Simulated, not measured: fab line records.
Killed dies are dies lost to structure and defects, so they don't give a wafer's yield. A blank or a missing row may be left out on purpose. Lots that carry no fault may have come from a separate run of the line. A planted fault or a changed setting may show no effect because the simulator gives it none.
Split-lot study -- flow rit_cmos -- route with 202 steps; 5 lots, 23 wafers read

## ABOUT THE SPLIT
At RIT_ACTIVE_CVD_03 (deposits Si3N4 from SiH2Cl2/NH3, target thk 150 nm, time 1500 s), the setting time_s was moved away from the recipe's 1500 s on 10 of the 23 wafers read, by -14.8% to +12.3%. For the rest of the wafers, this setting stayed at what the recipe calls for.

No step appears in the file between the split and the reading.

## THE READING
ACTIVE_NITRIDE_THK in nanometres, read at RIT_ACTIVE_THK_MEAS_04. Typical for fault-free wafers on this fab line: 149.9 nm, with standard deviation 0.92 nm.

wafer,"tool, chamber at the split","time_s as run, s",against the recipe,"ACTIVE_NITRIDE_THK, nm",against lot-mates on the recipe
L074.1,"-, -",1278,-14.8%,127.3,no lot-mate on the recipe
L074.3,"-, -",1278,-14.8%,128.8,no lot-mate on the recipe
L074.4,"-, -",1278,-14.8%,129.3,no lot-mate on the recipe
L074.5,"-, -",1278,-14.8%,128.4,no lot-mate on the recipe
L074.6,"-, -",1278,-14.8%,128.6,no lot-mate on the recipe
L075.1,"-, -",1500,recipe,149.3,-
L075.2,"-, -",1500,recipe,148.7,-
L075.4,"-, -",1500,recipe,147.5,-
L075.5,"-, -",1500,recipe,148.9,-
L075.6,"-, -",1500,recipe,149.4,-
L076.3,"lpcvd-01, 0",1500,recipe,149.0,-
L076.4,"lpcvd-01, 0",1500,recipe,150.8,-
L076.6,"lpcvd-01, 0",1500,recipe,148.2,-
L079.1,"-, -",1500,recipe,149.9,-
L079.2,"-, -",1500,recipe,149.1,-
L079.3,"-, -",1500,recipe,149.0,-
L079.5,"-, -",1500,recipe,149.9,-
L079.6,"-, -",1500,recipe,149.9,-
L081.1,"-, -",1685,+12.3%,168.8,no lot-mate on the recipe
L081.3,"-, -",1685,+12.3%,167.8,no lot-mate on the recipe
L081.4,"-, -",1685,+12.3%,167.7,no lot-mate on the recipe
L081.5,"-, -",1685,+12.3%,167.3,no lot-mate on the recipe
L081.6,"-, -",1685,+12.3%,167.9,no lot-mate on the recipe

THE FIT
A straight line over all 23 wafers: ACTIVE_NITRIDE_THK changes by +1.45 nm for each +1% of time_s; r = +1.00; the points scatter about the line by 0.85 nm.
Too few moved wafers have a lot-mate on the recipe to fit a line with each lot's own level taken away.

## THE WHOLE CHAIN: every reading that the file lists as answering this split, in the file's order
step,what it does,reading,change (the file's fit),r (the file's)
RIT_ACTIVE_CVD_03,"deposits Si3N4 from SiH2Cl2/NH3, target thk 150 nm, time 1500 s","Si3N4_of_ACTIVE_CVD_03.thk_nm (the simulator's own value, which no gauge read)",+1.45 nm for each +1% of the setting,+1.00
RIT_ACTIVE_THK_MEAS_04,,ACTIVE_NITRIDE_THK,+1.45 for each +1% of the setting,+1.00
RIT_ACTIVE_ETCH_13,"etches Si3N4 in SF6, stops on SiO2, time 210 s, target depth 210 nm","etch.depth_nm (the simulator's own value, which no gauge read)",+1.43 nm for each +1% of the setting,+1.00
RIT_ACTIVE_ETCH_13,"etches Si3N4 in SF6, stops on SiO2, time 210 s, target depth 210 nm","ACTIVE.feature_depth_nm (the simulator's own value, which no gauge read)",+1.48 nm for each +1% of the setting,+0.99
RIT_FOX2_OXIDATION_00,"target thk 350.7 nm, ox time 1130 s","Si3N4_of_ACTIVE_CVD_03.thk_nm (the simulator's own value, which no gauge read)",+1.47 nm for each +1% of the setting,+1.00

## THE FILE'S OWN FIT
ACTIVE_NITRIDE_THK changes by +1.45 nm for each +1% of time_s, r = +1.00.
